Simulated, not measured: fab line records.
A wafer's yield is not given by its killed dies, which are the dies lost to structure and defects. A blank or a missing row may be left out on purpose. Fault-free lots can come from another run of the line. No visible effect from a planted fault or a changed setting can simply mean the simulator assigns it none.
fab line records -- flow rit_cmos
record lots=6, wafers=18, last_day=6
route steps=202 shown ACTIVE@13 FOX1@20 FOX2@23 NWELL@28 PWELL@39 WELLDRIVE@50 NRETRO@53 SILICIDE@161 M1@202
lots that met no fault: taken from a fault-free run of the same line
start_h: hours from the record's first day to the start of the lot's first wafer shown -- wait_h: hours since the lot's step before -- " unchanged from the row above -- L1.1+2: a row that stands for several wafers -- - no value, or no start was given -- * or withheld: withheld -- < > ~ a bound
route shown NAME@n: a module of which the file shows steps, and the number in the route of the first -- usual: mean/standard deviation of fault-free wafers -- same: alike in all rows -- chamber/n: place in a boat -- sites: readings site by site -- _std_site: standard deviation of those values -- _edge_site: outer sites' mean less inner sites' -- radius_mm: for every site, how far away it sits from the centre of the wafer -- mask NAME#n: copy n -- behind: the most recent tool/chamber to have shaped the wafer -- hold: what put the lot on hold/how long, in hours/how the hold closed -- device: which transistor (n, p or np) failed to switch -- end of line: tests of these same wafers at the route's end -- a step without rows: its recipe alone -- killed: count of dies lost to structure and defects at first sort (not the wafer's yield) -- map: dies across one wafer; x = killed, . = not, _ = none there
set.NAME: the setting the step ran with; set.NAME@STEP: the setting that earlier step ran with -- model.NAME: the simulator's own value behind a step, which no gauge read
lots at some steps of the route; a table a step, a row a wafer
services: a tool's chamber out of use, with start hour (start_h, from the record's first day; less than 0 if before it), hours out, and reason
## steps
# step RIT_ACTIVE_HARDBAKE_12
# recipe resist=NOVOLAK, temp_c=140, time_s=60
# step RIT_ACTIVE_ETCH_13
# recipe stop_on=SiO2, chemistry=SF6, target=Si3N4, time_s=210, over_etch_frac=0.4, SF6_flow_sccm=200, pressure_mtorr=260, rf_w=125, target_depth_a=2100
# usual drypump_motor_current_A=5.80/0.25, oes_product_au=0.823/0.016, throttle_valve_pct=7.43/0.11
lot.wafer,tool,chamber,start_h,wait_h,drypump_motor_current_A,oes_product_au,rf_hours_counter_h,throttle_valve_pct
L556.1,rie_diel-03,1,24.71,0.1,6.28,0.841,91,7.42
L556.2,rie_diel-03,0,24.71,0.1,5.72,0.802,80,7.58
L556.6,rie_diel-03,0,24.71,0.1,5.79,0.810,-,7.58
L560.1,rie_diel-01,3,44.71,0.1,5.75,0.819,29,7.41
L560.2,rie_diel-01,1,44.71,0.1,5.74,0.815,171,7.28
L560.6,rie_diel-01,2,44.71,0.1,6.15,0.806,-,7.40
L565.1,rie_diel-01,1,70.63,0.1,5.74,0.850,0,7.28
L565.2,rie_diel-01,2,70.63,0.1,6.14,0.815,137,7.40
L565.3,rie_diel-01,0,70.63,0.1,5.49,0.843,5,7.25
L567.2,rie_diel-02,2,79.98,0.1,6.00,0.820,142,7.46
L567.3,rie_diel-02,2,79.98,0.1,5.99,0.824,-,7.43
L567.4,rie_diel-02,1,79.98,0.1,5.76,0.807,-,7.56
L571.3,rie_diel-01,2,100.88,0.1,6.16,0.802,138,7.38
L571.4,rie_diel-01,1,100.88,0.1,5.73,0.838,1,7.28
L571.6,rie_diel-01,3,100.88,0.1,5.72,0.799,-,7.42
L573.2,rie_diel-01,0,111.58,0.1,5.47,0.846,6,7.25
L573.3,rie_diel-01,2,111.58,0.1,6.14,0.801,138,7.41
L573.6,rie_diel-01,1,111.58,0.1,5.72,0.852,-,7.30
# step RIT_ACTIVE_STRIP_14
# recipe chemistry=O2, time_s=180, resist=NOVOLAK, platen_temp_c=withheld, power_w=500, pressure_mtorr=4137, o2_flow_sccm=4000
# usual drypump_motor_current_A=5.5/0.58
lot.wafer,tool,chamber,start_h,wait_h,drypump_motor_current_A,rf_hours_counter_h
L556.1,plasma_asher-03,0,24.84,0.1,5.7,39
L556.2,plasma_asher-03,1,24.84,0.1,4.9,39
L556.6,plasma_asher-03,1,24.84,0.1,5.0,-
L560.1,plasma_asher-02,1,44.84,0.1,6.5,24
L560.2,plasma_asher-02,0,44.84,0.1,6.0,24
L560.6,plasma_asher-02,0,44.84,0.1,5.9,-
L565.1,plasma_asher-01,0,70.76,0.1,5.3,44
L565.2,plasma_asher-01,1,70.76,0.1,4.8,44
L565.3,plasma_asher-01,0,70.76,0.1,5.3,-
L567.2,plasma_asher-03,0,80.18,0.1,5.7,45
L567.3,plasma_asher-03,0,80.18,0.1,5.7,-
L567.4,plasma_asher-03,1,80.18,0.1,4.9,-
L571.3,plasma_asher-01,1,101.07,0.1,4.8,-
L571.4,plasma_asher-01,0,101.07,0.1,5.4,-
L571.6,plasma_asher-01,0,101.07,0.1,5.3,-
L573.2,plasma_asher-03,1,111.72,0.1,5.0,48
L573.3,plasma_asher-03,0,111.72,0.1,5.7,-
L573.6,plasma_asher-03,1,111.72,0.1,4.9,-
# step RIT_ACTIVE_CD_MEAS_90
# recipe target_cd_nm=1400
# usual cd_nm=1399.8/2.4
lot.wafer,tool,chamber,start_h,wait_h,cd_nm
L556.1,cd_sem-01,-,25.02,0.1,1399.5
L556.2,cd_sem-01,-,25.02,0.1,1402.1
L556.6,cd_sem-01,-,25.02,0.1,1402.4
L560.1,cd_sem-02,-,45.02,0.1,1397.4
L560.2,cd_sem-02,-,45.02,0.1,1400.7
L560.6,cd_sem-02,-,45.02,0.1,1397.8
L565.1,cd_sem-02,-,70.93,0.1,1395.7
L565.2,cd_sem-02,-,70.93,0.1,1395.0
L565.3,cd_sem-02,-,70.93,0.1,1396.7
L567.2,cd_sem-02,-,80.37,0.1,1397.6
L567.3,cd_sem-02,-,80.37,0.1,1397.9
L567.4,cd_sem-02,-,80.37,0.1,1397.0
L571.3,cd_sem-02,-,101.22,0.1,1401.0
L571.4,cd_sem-02,-,101.22,0.1,1402.9
L571.6,cd_sem-02,-,101.22,0.1,1401.5
L573.2,cd_sem-01,-,111.91,0.1,1398.5
L573.3,cd_sem-01,-,111.91,0.1,1400.0
L573.6,cd_sem-01,-,111.91,0.1,1398.9
# step RIT_ACTIVE_CLEAN_15
# recipe chemistry=SC1, mix=3:3:50, time_s=600, temp_c=75
# step RIT_ACTIVE_CLEAN_16
# recipe chemistry=dHF, dilution=50:1, time_s=30
# step RIT_ACTIVE_CLEAN_17
# recipe chemistry=SC2, mix=3:3:50, time_s=600, temp_c=75, dry=n2_spin
# step RIT_FOX1_OXIDATION_00
# recipe temp_c=1100, ambient=H2O, target_thk_a=3507, p_h2o_torr=720, ox_time_s=1130
# step RIT_FOX1_THK_MEAS_01
# recipe reads=SiO2_of_FOX1_OXIDATION_00
# usual FOX1_OXIDE_THK=350/5.6
lot.wafer,tool,chamber,start_h,wait_h,FOX1_OXIDE_THK[nm]
L556.1,film_metro-01,-,27.21,0.0,347
L556.2,film_metro-01,-,27.21,0.0,344
L556.6,film_metro-01,-,27.21,0.0,353
L560.1,film_metro-03,-,46.82,0.0,345
L560.2,film_metro-03,-,46.82,0.0,339
L560.6,film_metro-03,-,46.82,0.0,344
L565.1,film_metro-03,-,73.78,0.0,348
L565.2,film_metro-03,-,73.78,0.0,344
L565.3,film_metro-03,-,73.78,0.0,351
L567.2,film_metro-03,-,82.16,0.0,354
L567.3,film_metro-03,-,82.16,0.0,352
L567.4,film_metro-03,-,82.16,0.0,350
L571.3,film_metro-04,-,103.01,0.0,355
L571.4,film_metro-04,-,103.01,0.0,352
L571.6,film_metro-04,-,103.01,0.0,347
L573.2,film_metro-01,-,113.70,0.0,354
L573.3,film_metro-01,-,113.70,0.0,358
L573.6,film_metro-01,-,113.70,0.0,367
# step RIT_FOX1_WET_ETCH_02
# recipe chemistry=BOE, target_depth_nm=350, time_s=390, temp_c=21.5, dry=n2_spin, dilution=10:1, target=SiO2
# step RIT_FOX2_OXIDATION_00
# recipe temp_c=1100, ambient=H2O, target_thk_a=3507, p_h2o_torr=720, ox_time_s=1130
# step RIT_FOX2_THK_MEAS_01
# recipe reads=SiO2_of_FOX2_OXIDATION_00
# usual FOX2_OXIDE_THK=348/5.4
lot.wafer,tool,chamber,start_h,wait_h,FOX2_OXIDE_THK[nm]
L556.1,film_metro-03,-,28.70,0.0,350
L556.2,film_metro-03,-,28.70,0.0,351
L556.6,film_metro-03,-,28.70,0.0,344
L560.1,film_metro-03,-,48.31,0.0,347
L560.2,film_metro-03,-,48.31,0.0,352
L560.6,film_metro-03,-,48.31,0.0,352
L565.1,film_metro-03,-,77.39,0.0,344
L565.2,film_metro-03,-,77.39,0.0,346
L565.3,film_metro-03,-,77.39,0.0,341
L567.2,film_metro-04,-,83.66,0.0,353
L567.3,film_metro-04,-,83.66,0.0,345
L567.4,film_metro-04,-,83.66,0.0,353
L571.3,film_metro-03,-,104.51,0.0,351
L571.4,film_metro-03,-,104.51,0.0,348
L571.6,film_metro-03,-,104.51,0.0,345
L573.2,film_metro-04,-,115.19,0.0,341
L573.3,film_metro-04,-,115.19,0.0,341
L573.6,film_metro-04,-,115.19,0.0,334
# step RIT_FOX2_CLEAN_02
# recipe chemistry=dHF, dilution=50:1, time_s=180
# usual run_length_s=207/3.5
lot.wafer,tool,chamber,start_h,wait_h,run_length_s,model.SiO2_of_FOX2_OXIDATION_00.thk_nm
L556.1,wet_bench-01,2,28.76,0.1,204,333.1
L556.2,wet_bench-01,2,28.76,0.1,204,334.4
L556.6,wet_bench-01,2,28.76,0.1,204,327.7
L560.1,wet_bench-04,0,48.37,0.1,205,330.4
L560.2,wet_bench-04,0,48.37,0.1,205,335.8
L560.6,wet_bench-04,0,48.37,0.1,205,336
L565.1,wet_bench-04,1,77.45,0.1,52,342
L565.2,wet_bench-04,1,77.45,0.1,52,343.9
L565.3,wet_bench-04,1,77.45,0.1,52,338.7
L567.2,wet_bench-01,0,83.71,0.0,204,336
L567.3,wet_bench-01,0,83.71,0.0,204,328.4
L567.4,wet_bench-01,0,83.71,0.0,204,336.5
L571.3,wet_bench-04,1,104.55,0.0,60,348.2
L571.4,wet_bench-04,1,104.55,0.0,60,345.3
L571.6,wet_bench-04,1,104.55,0.0,60,343
L573.2,wet_bench-03,1,115.24,0.0,207,323.8
L573.3,wet_bench-03,1,115.24,0.0,207,324.1
L573.6,wet_bench-03,1,115.24,0.0,207,318.4
# step RIT_FOX2_WET_ETCH_03
# recipe chemistry=H3PO4, target=Si3N4, target_depth_nm=195, temp_c=165, time_s=2700
# step RIT_FOX2_THK_MEAS_90
# recipe reads=SiO2_of_FOX2_OXIDATION_00
# usual FIELD_OXIDE_LEFT_1_THK=321/5.4
lot.wafer,tool,chamber,start_h,wait_h,FIELD_OXIDE_LEFT_1_THK[nm]
L556.1,film_metro-02,-,29.58,0.0,322
L556.2,film_metro-02,-,29.58,0.0,324
L556.6,film_metro-02,-,29.58,0.0,317
L560.1,film_metro-03,-,49.19,0.0,320
L560.2,film_metro-03,-,49.19,0.0,325
L560.6,film_metro-03,-,49.19,0.0,325
L565.1,film_metro-03,-,78.26,0.0,332
L565.2,film_metro-03,-,78.26,0.0,334
L565.3,film_metro-03,-,78.26,0.0,328
L567.2,film_metro-03,-,84.53,0.0,325
L567.3,film_metro-03,-,84.53,0.0,318
L567.4,film_metro-03,-,84.53,0.0,326
L571.3,film_metro-03,-,105.39,0.0,337
L571.4,film_metro-03,-,105.39,0.0,334
L571.6,film_metro-03,-,105.39,0.0,332
L573.2,film_metro-03,-,116.07,0.0,314
L573.3,film_metro-03,-,116.07,0.0,313
L573.6,film_metro-03,-,116.07,0.0,308
# step RIT_NWELL_HMDS_00
# recipe prime_time_s=60, prime_temp_c=140
# step RIT_NWELL_COAT_01
# recipe resist=NOVOLAK, spin_rpm=2000, resist_thk_nm=1300
# step RIT_NWELL_SOFTBAKE_02
# recipe resist=NOVOLAK, temp_c=90, time_s=60
# step RIT_NWELL_EXPOSE_03
# recipe mask_id=M2, na=0.57, target_cd_nm=43900, dose_mj=250
# step RIT_NWELL_PEB_04
# recipe resist=NOVOLAK, temp_c=withheld, time_s=withheld
# step RIT_NWELL_DEVELOP_05
# recipe resist=NOVOLAK, develop_time_s=68, dev_temp_c=23.38
# step RIT_NWELL_OVL_MEAS_06
# usual NWELL_OVL=0.7/1.7
lot.wafer,tool,chamber,start_h,wait_h,NWELL_OVL[nm]
L556.1,overlay-02,-,30.52,-,2.5
L556.2,overlay-02,-,30.52,-,0.5
L556.6,overlay-02,-,30.52,-,1.5
L560.1,overlay-01,-,50.13,-,0.1
L560.2,overlay-01,-,50.13,-,-0.3
L560.6,overlay-01,-,50.13,-,0.0
L565.1,overlay-02,-,79.29,-,1.0
L565.2,overlay-02,-,79.29,-,0.2
L565.3,overlay-02,-,79.29,-,1.6
L567.2,overlay-02,-,85.47,-,0.1
L567.3,overlay-02,-,85.47,-,2.0
L567.4,overlay-02,-,85.47,-,1.6
L571.3,overlay-01,-,106.64,-,-0.8
L571.4,overlay-01,-,106.64,-,-1.2
L571.6,overlay-01,-,106.64,-,-1.2
L573.2,overlay-02,-,117.01,-,1.8
L573.3,overlay-02,-,117.01,-,1.2
L573.6,overlay-02,-,117.01,-,0.6
# step RIT_NWELL_HARDBAKE_07
# recipe resist=NOVOLAK, temp_c=140, time_s=120
# step RIT_NWELL_IMPLANT_08
# recipe species=P, energy_kev=170, dose_cm2=5e+13, tilt_deg=7
# step RIT_NWELL_STRIP_09
# recipe chemistry=O2, time_s=180, resist=NOVOLAK, platen_temp_c=withheld, power_w=500, pressure_mtorr=4000, o2_flow_sccm=4000
# usual drypump_motor_current_A=5.6/0.61
lot.wafer,tool,chamber,start_h,wait_h,drypump_motor_current_A,rf_hours_counter_h
L556.1,plasma_asher-01,1,30.96,0.1,4.8,40
L556.2,plasma_asher-01,0,30.96,0.1,5.4,40
L556.6,plasma_asher-01,1,30.96,0.1,4.8,-
L560.1,plasma_asher-04,0,50.56,0.1,6.2,41
L560.2,plasma_asher-04,1,50.56,0.1,5.0,41
L560.6,plasma_asher-04,1,50.56,0.1,5.0,-
L565.1,plasma_asher-04,0,79.72,0.1,6.2,44
L565.2,plasma_asher-04,1,79.72,0.1,5.0,44
L565.3,plasma_asher-04,0,79.72,0.1,6.1,-
L567.2,plasma_asher-04,0,85.90,0.1,6.2,45
L567.3,plasma_asher-04,1,85.90,0.1,5.0,-
L567.4,plasma_asher-04,0,85.90,0.1,6.2,-
L571.3,plasma_asher-01,1,107.13,0.1,4.8,-
L571.4,plasma_asher-01,0,107.13,0.1,5.4,-
L571.6,plasma_asher-01,0,107.13,0.1,5.4,-
L573.2,plasma_asher-04,1,117.44,0.1,5.0,48
L573.3,plasma_asher-04,1,117.44,0.1,5.0,-
L573.6,plasma_asher-04,1,117.44,0.1,5.0,-
# step RIT_NWELL_TW_MEAS_10
# usual NWELL_TW=2129/11
lot.wafer,tool,chamber,start_h,wait_h,NWELL_TW
L556.1,film_metro-03,-,31.13,0.1,2123
L556.2,film_metro-03,-,31.13,0.1,2118
L556.6,film_metro-03,-,31.13,0.1,2116
L560.1,film_metro-01,-,50.74,0.1,2142
L560.2,film_metro-01,-,50.74,0.1,2132
L560.6,film_metro-01,-,50.74,0.1,2122
L565.1,film_metro-01,-,79.90,0.1,2137
L565.2,film_metro-01,-,79.90,0.1,2151
L565.3,film_metro-01,-,79.90,0.1,2146
L567.2,film_metro-01,-,86.08,0.1,2148
L567.3,film_metro-01,-,86.08,0.1,2153
L567.4,film_metro-01,-,86.08,0.1,2151
L571.3,film_metro-02,-,107.26,0.1,2119
L571.4,film_metro-02,-,107.26,0.1,2110
L571.6,film_metro-02,-,107.26,0.1,2117
L573.2,film_metro-03,-,117.62,0.1,2129
L573.3,film_metro-03,-,117.62,0.1,2121
L573.6,film_metro-03,-,117.62,0.1,2132
# step RIT_PWELL_HMDS_00
# recipe prime_time_s=60, prime_temp_c=140
# step RIT_PWELL_COAT_01
# recipe resist=NOVOLAK, spin_rpm=2000, resist_thk_nm=1300
# step RIT_PWELL_SOFTBAKE_02
# recipe resist=NOVOLAK, temp_c=89.22, time_s=60
# step RIT_PWELL_EXPOSE_03
# recipe mask_id=M3, na=0.57, target_cd_nm=43700, dose_mj=250
# step RIT_PWELL_PEB_04
# recipe resist=NOVOLAK, temp_c=withheld, time_s=withheld
# step RIT_PWELL_DEVELOP_05
# recipe resist=NOVOLAK, develop_time_s=68, dev_temp_c=23
# step RIT_PWELL_OVL_MEAS_06
# usual PWELL_OVL=-0.4/1.6
lot.wafer,tool,chamber,start_h,wait_h,PWELL_OVL[nm]
L556.1,overlay-02,-,32.20,-,2.5
L556.2,overlay-02,-,32.20,-,2.7
L556.6,overlay-02,-,32.20,-,2.8
L560.1,overlay-01,-,51.81,-,-0.2
L560.2,overlay-01,-,51.81,-,-0.9
L560.6,overlay-01,-,51.81,-,0.0
L565.1,overlay-02,-,80.99,-,-1.5
L565.2,overlay-02,-,80.99,-,-0.5
L565.3,overlay-02,-,80.99,-,-0.3
L567.2,overlay-02,-,87.19,-,0.1
L567.3,overlay-02,-,87.19,-,0.7
L567.4,overlay-02,-,87.19,-,0.0
L571.3,overlay-01,-,108.28,-,0.0
L571.4,overlay-01,-,108.28,-,0.7
L571.6,overlay-01,-,108.28,-,-0.3
L573.2,overlay-01,-,118.68,-,-0.6
L573.3,overlay-01,-,118.68,-,-2.1
L573.6,overlay-01,-,118.68,-,-4.7
# step RIT_PWELL_HARDBAKE_07
# recipe resist=NOVOLAK, temp_c=140, time_s=120
# step RIT_PWELL_IMPLANT_08
# recipe species=B, energy_kev=170, dose_cm2=7e+13, tilt_deg=7
# step RIT_PWELL_STRIP_09
# recipe chemistry=O2, time_s=180, resist=NOVOLAK, platen_temp_c=withheld, power_w=500, pressure_mtorr=4000, o2_flow_sccm=4000
# usual drypump_motor_current_A=5.4/0.5
lot.wafer,tool,chamber,start_h,wait_h,drypump_motor_current_A,rf_hours_counter_h
L556.1,plasma_asher-03,0,32.63,0.1,5.7,40
L556.2,plasma_asher-03,1,32.63,0.1,4.9,40
L556.6,plasma_asher-03,1,32.63,0.1,5.0,-
L560.1,plasma_asher-03,1,52.25,0.1,5.0,42
L560.2,plasma_asher-03,0,52.25,0.1,5.7,42
L560.6,plasma_asher-03,1,52.25,0.1,4.9,-
L565.1,plasma_asher-03,0,81.42,0.1,5.7,45
L565.2,plasma_asher-03,1,81.42,0.1,5.0,45
L565.3,plasma_asher-03,1,81.42,0.1,5.0,-
L567.2,plasma_asher-04,0,87.62,0.1,6.1,45
L567.3,plasma_asher-04,1,87.62,0.1,5.0,-
L567.4,plasma_asher-04,0,87.62,0.1,6.1,-
L571.3,plasma_asher-01,0,108.76,0.1,5.3,-
L571.4,plasma_asher-01,1,108.76,0.1,4.8,-
L571.6,plasma_asher-01,1,108.76,0.1,4.8,-
L573.2,plasma_asher-03,0,119.11,0.1,5.7,50
L573.3,plasma_asher-03,0,119.11,0.1,5.7,-
L573.6,plasma_asher-03,1,119.11,0.1,5.0,-
# step RIT_PWELL_TW_MEAS_10
# usual PWELL_TW=946/5.5
lot.wafer,tool,chamber,start_h,wait_h,PWELL_TW
L556.1,film_metro-01,-,32.81,0.1,953
L556.2,film_metro-01,-,32.81,0.1,952
L556.6,film_metro-01,-,32.81,0.1,950
L560.1,film_metro-01,-,52.42,0.1,948
L560.2,film_metro-01,-,52.42,0.1,947
L560.6,film_metro-01,-,52.42,0.1,945
L565.1,film_metro-03,-,81.60,0.1,935
L565.2,film_metro-03,-,81.60,0.1,941
L565.3,film_metro-03,-,81.60,0.1,945
L567.2,film_metro-03,-,87.80,0.1,942
L567.3,film_metro-03,-,87.80,0.1,937
L567.4,film_metro-03,-,87.80,0.1,939
L571.3,film_metro-02,-,108.89,0.1,946
L571.4,film_metro-02,-,108.89,0.1,940
L571.6,film_metro-02,-,108.89,0.1,939
L573.2,film_metro-01,-,119.30,0.1,950
L573.3,film_metro-01,-,119.30,0.1,948
L573.6,film_metro-01,-,119.30,0.1,953
# step RIT_WELLDRIVE_ANNEAL_00
# recipe temp_c=1100, time_s=14700, ambient=N2
# step RIT_WELLDRIVE_RS_MEAS_01
# recipe thk_meas_gauge=four-point-probe
# usual NWELL_RS=276.2/0.94
lot.wafer,tool,chamber,start_h,wait_h,NWELL_RS[ohm/sq]
L556.1,film_metro-02,-,38.17,0.0,275.6
L556.2,film_metro-02,-,38.17,0.0,276.7
L556.6,film_metro-02,-,38.17,0.0,276.1
L560.1,film_metro-03,-,57.56,0.0,276.2
L560.2,film_metro-03,-,57.56,0.0,277.6
L560.6,film_metro-03,-,57.56,0.0,276.9
L565.1,film_metro-03,-,86.74,0.0,275.7
L565.2,film_metro-03,-,86.74,0.0,276.2
L565.3,film_metro-03,-,86.74,0.0,276.5
L567.2,film_metro-02,-,92.96,0.0,275.4
L567.3,film_metro-02,-,92.96,0.0,276.1
L567.4,film_metro-02,-,92.96,0.0,275.4
L571.3,film_metro-03,-,114.69,0.0,277.4
L571.4,film_metro-03,-,114.69,0.0,277.0
L571.6,film_metro-03,-,114.69,0.0,276.5
L573.2,film_metro-01,-,124.45,0.0,277.2
L573.3,film_metro-01,-,124.45,0.0,277.4
L573.6,film_metro-01,-,124.45,0.0,277.7
# step RIT_WELLDRIVE_RS_MEAS_02
# recipe thk_meas_gauge=four-point-probe
# usual PWELL_RS=430.1/1.3
lot.wafer,tool,chamber,start_h,wait_h,PWELL_RS[ohm/sq]
L556.1,film_metro-02,-,38.29,0.1,430.1
L556.2,film_metro-02,-,38.29,0.1,429.4
L556.6,film_metro-02,-,38.29,0.1,430.6
L560.1,film_metro-03,-,57.68,0.1,430.1
L560.2,film_metro-03,-,57.68,0.1,429.7
L560.6,film_metro-03,-,57.68,0.1,430.2
L565.1,film_metro-03,-,86.86,0.1,431.6
L565.2,film_metro-03,-,86.86,0.1,431.9
L565.3,film_metro-03,-,86.86,0.1,430.7
L567.2,film_metro-02,-,93.08,0.1,430.5
L567.3,film_metro-02,-,93.08,0.1,431.0
L567.4,film_metro-02,-,93.08,0.1,430.2
L571.3,film_metro-03,-,114.81,0.1,429.8
L571.4,film_metro-03,-,114.81,0.1,429.7
L571.6,film_metro-03,-,114.81,0.1,431.8
L573.2,film_metro-01,-,124.57,0.1,431.1
L573.3,film_metro-01,-,124.57,0.1,429.5
L573.6,film_metro-01,-,124.57,0.1,429.6
# step RIT_NRETRO_HMDS_00
# recipe prime_time_s=60, prime_temp_c=140
# step RIT_NRETRO_COAT_01
# recipe resist=NOVOLAK, spin_rpm=2000, resist_thk_nm=1300
# step RIT_SILICIDE_WET_ETCH_00
# recipe chemistry=BOE, target=SiO2, target_depth_nm=14, time_s=15.5, dry=n2_spin, dilution=10:1, temp_c=21.5
lot.wafer,tool,chamber,start_h,wait_h,model.SiO2_of_FOX2_OXIDATION_00.thk_nm
L556.1,wet_bench-01,2,59.38,0.1,148.5
L556.2,wet_bench-01,2,59.38,0.1,150.9
L556.6,wet_bench-01,2,59.38,0.1,144.7
L560.1,wet_bench-03,3,82.16,0.1,146.7
L560.2+6,wet_bench-03,3,82.16,0.1,152.7
L565.1,wet_bench-03,3,112.25,0.1,158.4
L565.2,wet_bench-03,3,112.25,0.1,160.4
L565.3,wet_bench-03,3,112.25,0.1,155.2
L567.2,wet_bench-03,0,116.45,0.1,152.7
L567.3,wet_bench-03,0,116.45,0.1,145.5
L567.4,wet_bench-03,0,116.45,0.1,153.2
L571.3,wet_bench-02,0,137.89,0.1,161.2
L571.4,wet_bench-02,0,137.89,0.1,159.6
L571.6,wet_bench-02,0,137.89,0.1,158
L573.2+3,wet_bench-01,2,145.88,0.1,140.3
L573.6,wet_bench-01,2,145.88,0.1,135.2
# step RIT_M1_PROBE_99
lot.wafer,tool,chamber,start_h,wait_h,model.etest.field_n.vt_v
L556.1,prober-01,-,66.13,0.1,34.65
L556.2,prober-01,-,66.18,0.1,34.83
L556.6,prober-01,-,66.38,0.2,33.95
L560.1,prober-01,-,89.07,0.1,34.27
L560.2,prober-01,-,89.12,0.1,35.01
L560.6,prober-01,-,89.32,0.2,35.13
L565.1,prober-02,-,119.40,0.1,35.77
L565.2,prober-02,-,119.45,0.1,35.98
L565.3,prober-02,-,119.50,0.2,35.36
L567.2,prober-02,-,123.78,0.1,35.02
L567.3,prober-02,-,123.83,0.2,33.98
L567.4,prober-02,-,123.88,0.2,35.07
L571.3,prober-02,-,144.89,0.2,36.57
L571.4,prober-02,-,144.94,0.2,36.18
L571.6,prober-02,-,145.04,0.2,35.81
L573.2,prober-02,-,153.35,0.1,33.37
L573.3,prober-02,-,153.40,0.2,33.43
L573.6,prober-02,-,153.55,0.2,32.77
# killed by level:class
L556.1 GATE:geometric_particle:open=3 SILICIDE:geometric_particle:short=2 FOX2:geometric_particle:open=1 REOX:geometric_particle:short=1 SILICIDE:geometric_particle:open=1
L556.2 GATE:geometric_particle:short=2 FOX1:geometric_particle:short=1 FOX2:geometric_particle:open=1 FOX2:geometric_particle:short=1 REOX:geometric_particle:open=1 SILICIDE:geometric_particle:short=1 SILICIDE:geometric_particle:open=1
L556.6 GATE:geometric_particle:open=3 FOX1:geometric_particle:short=2 GATE:geometric_particle:short=2 SILICIDE:geometric_particle:short=1 SILICIDE:geometric_particle:open=1
L560.1 GATE:geometric_particle:open=2 SILICIDE:geometric_particle:open=1
L560.2 FOX1:geometric_particle:short=2 REOX:geometric_particle:open=2 SILICIDE:geometric_particle:open=2 FOX2:geometric_particle:short=1 GATE:geometric_particle:open=1 SPACER:geometric_particle:short=1 SILICIDE:geometric_particle:short=1
L560.6 REOX:geometric_particle:open=2 FOX1:geometric_particle:open=1 FOX2:geometric_particle:short=1 GATE:geometric_particle:short=1 GATE:geometric_particle:open=1 REOX:geometric_particle:short=1 SILICIDE:geometric_particle:open=1
L567.2 GATE:geometric_particle:open=2 FOX1:geometric_particle:short=1 FOX2:geometric_particle:open=1 GATE:geometric_particle:short=1 REOX:geometric_particle:open=1 SPACER:geometric_particle:open=1 SILICIDE:geometric_particle:open=1
L567.3 SILICIDE:geometric_particle:short=2 FOX1:geometric_particle:short=1 REOX:geometric_particle:open=1 SPACER:geometric_particle:open=1 SPACER:geometric_particle:short=1 SILICIDE:geometric_particle:open=1
L567.4 SILICIDE:geometric_particle:open=2 FOX1:geometric_particle:open=1 FOX2:geometric_particle:open=1 GATE:geometric_particle:open=1 SPACER:geometric_particle:open=1 SPACER:geometric_particle:short=1
L573.2 FOX1:geometric_particle:open=1 GATE:geometric_particle:short=1 SILICIDE:geometric_particle:open=1
L573.3 FOX1:geometric_particle:open=1 GATE:geometric_particle:short=1 SPACER:geometric_particle:short=1
L573.6 GATE:geometric_particle:open=3 GATE:geometric_particle:short=3 FOX2:geometric_particle:short=2 REOX:geometric_particle:open=2 FOX1:geometric_particle:short=1 FOX1:geometric_particle:open=1
## services
tool,chamber,start_h,hours,kind
rie_diel-02,1,2.44,16.0,repair
rie_diel-03,-,4.91,0.5,repair
plasma_asher-03,-,12.93,5.3,repair
rie_diel-01,3,15.27,6.9,repair
rie_diel-03,-,15.31,0.9,repair
rie_diel-02,1,26.28,7.7,repair
plasma_asher-02,-,31.32,2.8,pm
rie_diel-02,1,44.88,4.7,repair
rie_diel-01,1,45.30,-,clean
rie_diel-01,1,45.30,16.1,scheduled_down
plasma_asher-03,-,63.43,0.4,repair
rie_diel-02,1,66.11,4.4,repair
rie_diel-02,3,77.78,5.2,repair
rie_diel-03,0,98.53,4.7,repair
plasma_asher-01,-,108.87,9.0,pm
plasma_asher-01,0,108.87,9.0,vent_cycle
plasma_asher-01,1,108.87,9.0,vent_cycle
plasma_asher-01,-,117.87,2.8,pm
plasma_asher-01,0,117.87,-,clean
plasma_asher-01,1,117.87,-,clean
plasma_asher-01,-,120.62,14.6,pm
rie_diel-02,0,130.28,9.4,repair
rie_diel-02,-,132.17,2.4,repair
rie_diel-01,3,133.35,11.7,repair
## key
first_sign step=RIT_FOX2_CLEAN_02, reading=run_length_s, direction=down, sigmas=43, usual=*, struck=*
effect step=RIT_FOX2_THK_MEAS_90, reading=FIELD_OXIDE_LEFT_1_THK, direction=up, sigmas=2.2, usual=321, struck=333
model_effect step=RIT_FOX2_CLEAN_02, value=SiO2_of_FOX2_OXIDATION_00.thk_nm, without=329.4, struck=343.5
model_effect step=RIT_SILICIDE_WET_ETCH_00, value=SiO2_of_FOX2_OXIDATION_00.thk_nm, without=144.7, struck=158.8
model_effect step=RIT_M1_PROBE_99, value=etest.field_n.vt_v, without=34.06, struck=35.95
met_at RIT_FOX2_CLEAN_02
struck_wafers L565.1,L565.2,L565.3,L571.3,L571.4,L571.6
sort_left_out L565.1,L565.2,L565.3,L571.3,L571.4,L571.6
tester_left_out L565,L571
onset_between 48.37 77.45
fault kind=process_parameter_drift, tool=wet_bench-04, chamber=-, onset_h=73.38, steps=RIT_FOX2_CLEAN_02, channel=time_s, offset=*, shape=step, end_h=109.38, acts_in=*, stated=*
# tester_left_out: of these lots the tester's yield and bins aren't shown, on N5 and GAA mostly nor the transistor test; their killed dies are dies lost to structure and defects alone, not to doping, threshold or leakage, so they don't give the yield
# sort_left_out: the simulated sort isn't trusted on such a fault, so these wafers' sort isn't shown, and their yield isn't known
